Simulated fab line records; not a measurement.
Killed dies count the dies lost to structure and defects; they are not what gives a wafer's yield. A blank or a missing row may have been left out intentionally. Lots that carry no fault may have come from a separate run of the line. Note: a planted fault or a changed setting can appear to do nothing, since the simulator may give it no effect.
8D (eight disciplines) problem report, filled in by code / flow berkeley-cmos170 / the parts of the form that need people (team, actions taken, sign-off) are left out

1. WHAT WENT WRONG
At UCB170_SILICIDE_RTA_04, chamber-o2-ppm averages 61.998 over 6 wafers from 2 lots, while fault-free wafers read 1.998, standard deviation 0.024. So: +99 or more standard deviations from the usual mean.
The step: time 15 s.
First observed at day 11 14:10: wafer L386.1, on rtp-anneal-01. The record has a number at this step for 42 wafers belonging to 14 lots. Rule for "out", or "out of limits": more than 4 standard deviations from the usual mean. The other wafers with a number count as sound.

2. WHAT IT IS AND WHAT IT IS NOT
question=which readings at this step | is=chamber-o2-ppm | is not=lamp-power-pct, wafer_temp_C_max
question=which lots | is=L385, L386 | is not=L370, L371, L372, L373, L374, L375, L376, L378, L380, L387, L391, L392
question=which wafers of those lots | is=all that have a number | is not=-
question=read on which tools | is=rtp-anneal-01 | is not=rtp-anneal-02
question=when | is=from day 11 14:10 | is not=up to then (30 sound wafers); but 6 sound wafers of L391, L392 came after

3. SUSPECTS, AND WHAT RULES EACH OUT
Counting: a tool at any process step up to the reading remains a suspect when it ran all the lots that are out and ran no sound lot after the first of those.
- rtp-anneal-01 at UCB170_SILICIDE_RTA_04 (time 15 s): kept. All lots that are out passed through it, beginning with L386 at day 11 14:10, and no sound lot followed; its final sound lot before that point was L380 at day 9 19:25. Its own readings are out on those wafers: chamber-o2-ppm.
The count leaves rtp-anneal-01 at UCB170_SILICIDE_RTA_04.

4. THE CAUSE (what the simulator had put in)
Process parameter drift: rtp-anneal-01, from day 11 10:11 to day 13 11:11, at UCB170_SILICIDE_RTA_04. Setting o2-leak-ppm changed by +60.
The count eliminated every tool but this one.

5. THE EFFECT CHAIN, in route order
Each row: a reading whose mean over the struck wafers that have a number lies more than 3 standard deviations from the usual. Scope: only readings with a usual standard deviation given in the record; hours: median across lots of the time from each lot's start at the first step in this table that gives one to its start at this step; sigmas: change in usual standard deviations.
hours=0; step=UCB170_SILICIDE_RTA_04; reading=chamber-o2-ppm; usual=1.998; on struck wafers=61.998; change=+60.000; sigmas=+99 or more
The process steps in it:
- UCB170_SILICIDE_RTA_04: time 15 s.
Later measuring or inspecting steps at which every struck wafer that the step has a row for has a number for every such reading, and none has moved that far: UCB170_M1_OVL_MEAS_10.

6. WHAT WOULD HAVE CAUGHT IT SOONER
4 hours passed between the start of the fault at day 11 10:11 and the first reading out of limits in this record, taken at day 11 14:10.
